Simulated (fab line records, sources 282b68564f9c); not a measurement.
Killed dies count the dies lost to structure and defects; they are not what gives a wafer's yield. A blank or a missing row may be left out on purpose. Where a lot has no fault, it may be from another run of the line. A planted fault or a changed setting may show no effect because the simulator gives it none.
Check for tools in common / flow ritCmos / Sampled: 14 lots, 48 wafers

## WHY THIS WAS OPENED
At RIT_M1_CD_MEAS_09 the reading cdNm is flagged on 2 of 14 lots. Fault-free wafers read 2599.2 nm, with a standard deviation of 2.7.
Rule: a lot is flagged when every wafer of it that has a number lies more than 4 standard deviations from that mean, or none has a number. The other lots count as sound.

lot=L917; measured=day 3 08:52; on=cdSem-02; cdNm (nm), wafer by wafer=2602.0 2603.7 2603.2; flag=
lot=L918; measured=day 3 13:07; on=cdSem-02; cdNm (nm), wafer by wafer=2601.6 2602.2 2602.3; flag=
lot=L919; measured=day 3 16:05; on=cdSem-02; cdNm (nm), wafer by wafer=2600.2 2598.2 2597.6; flag=
lot=L920; measured=day 3 21:10; on=cdSem-02; cdNm (nm), wafer by wafer=2603.4 2600.9 2601.1; flag=
lot=L921; measured=day 4 03:46; on=cdSem-02; cdNm (nm), wafer by wafer=2600.7 2599.7 2599.1; flag=
lot=L922; measured=day 4 09:28; on=cdSem-02; cdNm (nm), wafer by wafer=2601.3 2602.3 2599.8; flag=
lot=L924; measured=day 4 17:20; on=cdSem-02; cdNm (nm), wafer by wafer=2596.8 2596.2 2597.2; flag=
lot=L925; measured=day 4 22:05; on=cdSem-02; cdNm (nm), wafer by wafer=2599.7 2602.2 2598.8; flag=
lot=L926; measured=day 5 04:15; on=cdSem-02; cdNm (nm), wafer by wafer=2598.4 2601.1 2600.4; flag=
lot=L929; measured=day 5 17:46; on=cdSem-02; cdNm (nm), wafer by wafer=2599.5 2597.4 2598.7; flag=
lot=L934; measured=day 6 21:55; on=cdSem-01; cdNm (nm), wafer by wafer=2612.7 2612.1 2613.0 2612.8 2611.8 2613.2; flag=FLAGGED
lot=L935; measured=day 7 06:12; on=cdSem-01; cdNm (nm), wafer by wafer=2612.0 2613.6 2613.2 2612.0 2613.6 2613.4; flag=FLAGGED
lot=L939; measured=day 7 22:02; on=cdSem-02; cdNm (nm), wafer by wafer=2597.4 2599.4 2598.1; flag=
lot=L940; measured=day 8 02:16; on=cdSem-02; cdNm (nm), wafer by wafer=2598.9 2601.4 2601.5; flag=
Average over the flagged lots: 2612.8 nm; offset from the usual +13.6 nm, equal to +5 standard deviations.

## TOOL THAT RAN EACH LOT
The record keeps 1 process step preceding the reading, out of 202 steps on the route. In each cell: the tool, then ch and the chambers that the sampled wafers went through, then the start.
lot=L917; flag=; RIT_M1_EXPOSE_06=ilineStepper-02 ch 0, day 3 08:26
lot=L918; flag=; RIT_M1_EXPOSE_06=ilineStepper-01 ch 0, day 3 12:41
lot=L919; flag=; RIT_M1_EXPOSE_06=ilineStepper-01 ch 0, day 3 15:39
lot=L920; flag=; RIT_M1_EXPOSE_06=ilineStepper-02 ch 0, day 3 20:44
lot=L921; flag=; RIT_M1_EXPOSE_06=ilineStepper-01 ch 0, day 4 03:20
lot=L922; flag=; RIT_M1_EXPOSE_06=ilineStepper-02 ch 0, day 4 08:44
lot=L924; flag=; RIT_M1_EXPOSE_06=ilineStepper-01 ch 0, day 4 16:55
lot=L925; flag=; RIT_M1_EXPOSE_06=ilineStepper-02 ch 0, day 4 21:39
lot=L926; flag=; RIT_M1_EXPOSE_06=ilineStepper-01 ch 0, day 5 03:41
lot=L929; flag=; RIT_M1_EXPOSE_06=ilineStepper-02 ch 0, day 5 17:20
lot=L934; flag=FLAGGED; RIT_M1_EXPOSE_06=ilineStepper-01 ch 0, day 6 21:27
lot=L935; flag=FLAGGED; RIT_M1_EXPOSE_06=ilineStepper-01 ch 0, day 7 05:46
lot=L939; flag=; RIT_M1_EXPOSE_06=ilineStepper-02 ch 0, day 7 21:32
lot=L940; flag=; RIT_M1_EXPOSE_06=ilineStepper-02 ch 0, day 8 01:44
What is done by these steps:
- RIT_M1_EXPOSE_06: exposes mask M12, target cd 2600 nm.
- RIT_M1_CD_MEAS_09: target cd 2600 nm.

## FLAGGED AGAINST TOTAL, ONE TOOL AT A TIME (gauges that did the reading follow at the end)
step=RIT_M1_EXPOSE_06; tool=ilineStepper-01; lots run=7; flagged=2; share of the flagged lots=all; sound lots run after its first flagged lot=0
step=RIT_M1_EXPOSE_06; tool=ilineStepper-02; lots run=7; flagged=0; share of the flagged lots=none; sound lots run after its first flagged lot=-
step=RIT_M1_CD_MEAS_09; tool=cdSem-01; lots run=2; flagged=2; share of the flagged lots=all; sound lots run after its first flagged lot=0
step=RIT_M1_CD_MEAS_09; tool=cdSem-02; lots run=12; flagged=0; share of the flagged lots=none; sound lots run after its first flagged lot=-

## WHAT THE TABLE ALLOWS
In 2 table rows, all flagged lots were run: ilineStepper-01 (RIT_M1_EXPOSE_06), cdSem-01 (RIT_M1_CD_MEAS_09).
- ilineStepper-01 at RIT_M1_EXPOSE_06 ran 7 lots, 2 of them flagged. A fault beginning between L926 (day 5 03:41), its last sound lot, and L934 (day 6 21:27), its first flagged one, fits the data. Its own readings (exposureDoseMJCm2) fall more than 4 standard deviations out on all wafers of the flagged lots.
- cdSem-01 at RIT_M1_CD_MEAS_09 ran 2 lots, 2 of them flagged. In this sample it ran no sound lot ahead of its first flagged lot, so there is no way to narrow down the start.
Counting lots can't tell these 2 tools apart, because each fits a fault that began at some hour. More lots, or a look at what each step does to the wafer, might.

## WHAT THE SIMULATOR PUT IN
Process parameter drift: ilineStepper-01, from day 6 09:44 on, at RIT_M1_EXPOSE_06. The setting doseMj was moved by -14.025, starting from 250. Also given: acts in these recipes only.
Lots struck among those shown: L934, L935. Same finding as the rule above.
